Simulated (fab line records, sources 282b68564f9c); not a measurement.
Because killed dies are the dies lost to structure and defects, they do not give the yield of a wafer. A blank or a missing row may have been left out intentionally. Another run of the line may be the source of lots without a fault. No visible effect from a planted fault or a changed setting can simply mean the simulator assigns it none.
Which tool was responsible?	flow rit_cmos	Sampling: 14 lots, 42 wafers, 2 of 202 route steps

## WHAT EACH GAUGE READ, for each wafer
The record holds no reading of a measuring or inspecting step that can be judged against a usual standard deviation.

## TOOL THAT RAN EACH LOT (tool first, then ch and the chambers of the sampled wafers, then the start)
lot	RIT_REOX_OXIDATION_03	RIT_M1_PROBE_99
L735	furnace-01 ch 0, day 2 18:03	-
L736	furnace-03 ch 0, day 2 20:29	-
L737	furnace-04 ch 0, day 3 05:07	-
L738	furnace-03 ch 0, day 3 07:01	-
L739	furnace-04 ch 0, day 3 12:47	-
L741	furnace-03 ch 0, day 3 21:22	-
L742	furnace-01 ch 0, day 4 01:20	-
L743	furnace-01 ch 0, day 4 09:14	-
L744	furnace-04 ch 0, day 4 16:46	-
L746	furnace-04 ch 0, day 4 22:07	-
L747	furnace-04 ch 0, day 5 06:38	prober-01, day 6 01:49
L748	furnace-04 ch 0, day 5 09:11	prober-02, day 6 05:43
L754	furnace-01 ch 0, day 6 15:10	-
L757	furnace-03 ch 0, day 7 08:37	-
- RIT_REOX_OXIDATION_03: target thk 25.2 nm, ox time 5580 s.
- RIT_M1_PROBE_99

## AS READ BY THE TOOLS THEMSELVES (means over the sampled wafers that have a number; for cases with no such wafer, the mark the record gives instead)
RIT_REOX_OXIDATION_03. Usual: spike_tc_centre_C 902.8 C, standard deviation 1.5; tube_center_temp_C_max 902.3, standard deviation 0.39.
lot	tool	spike_tc_centre_C (C)	tube_center_temp_C_max	flag
L735	furnace-01	903.6	901.9	
L736	furnace-03	901.3	902.1	
L737	furnace-04	903.9	902.3	
L738	furnace-03	903.3	902.6	
L739	furnace-04	902.6	902.0	
L741	furnace-03	901.9	902.4	
L742	furnace-01	901.3	902.3	
L743	furnace-01	903.5	901.8	
L744	furnace-04	904.5	902.5	
L746	furnace-04	903.7	902.4	
L747	furnace-04	905.0	902.2	
L748	furnace-04	904.4	902.1	
L754	furnace-01	902.4	902.5	
L757	furnace-03	901.6	902.1	

RIT_M1_PROBE_99. Usual: killed_at_M0_to_M3 0.0, standard deviation 0.18; killed_at_contacts 0.1, standard deviation 0.32; killed_at_front_end 7, standard deviation 3; killed_dies 7, standard deviation 3.1; killed_on_rim 1.9, standard deviation 1.5; killed_open 3.3, standard deviation 1.8; killed_short 3.6, standard deviation 2.
lot	tool	killed_at_M0_to_M3	killed_at_contacts	killed_at_front_end	killed_dies	killed_on_rim	killed_open	killed_short	flag
L747	prober-01	0.0	0.0	88	88	24.3	4.3	3.7	OFF
L748	prober-02	0.0	0.7	88	89	24.3	3.3	5.0	OFF

## THE ANSWER, worked out from the rows above alone
Rule: take the mean of a lot's wafers that have a number; if it is more than 3 standard deviations from the usual mean, the lot is off. Also off: a lot with no number at a reading for which 4 or more lots have one. All remaining lots with rows at the step are treated as sound. After the gauges, taken in route order, come the tools' own readings; for these a lot's mean is taken, as printed above. The first step at which some lot is off is used, and at that step the reading that is off furthest; a lot without a number counts as furthest.
Off: L747, L748 (RIT_M1_PROBE_99, killed_at_front_end). Neither off nor sound, because the step has no rows for them: L735, L736, L737, L738, L739, L741, L742, L743, L744, L746, L754, L757.
If a tool, at that step or one of the process steps before it, ran each lot that is off and ran no sound lot following the first of them, it fits. One fits: furnace-04 at RIT_REOX_OXIDATION_03. It ran no sound lot before its first lot that is off in this sample, so the start can't be narrowed down.

## WHAT WAS PUT IN BY THE SIMULATOR
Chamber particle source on furnace-04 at RIT_REOX_OXIDATION_03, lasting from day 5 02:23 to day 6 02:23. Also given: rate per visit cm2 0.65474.
Shown lots that were struck: L747, L748. The rule above found the same.
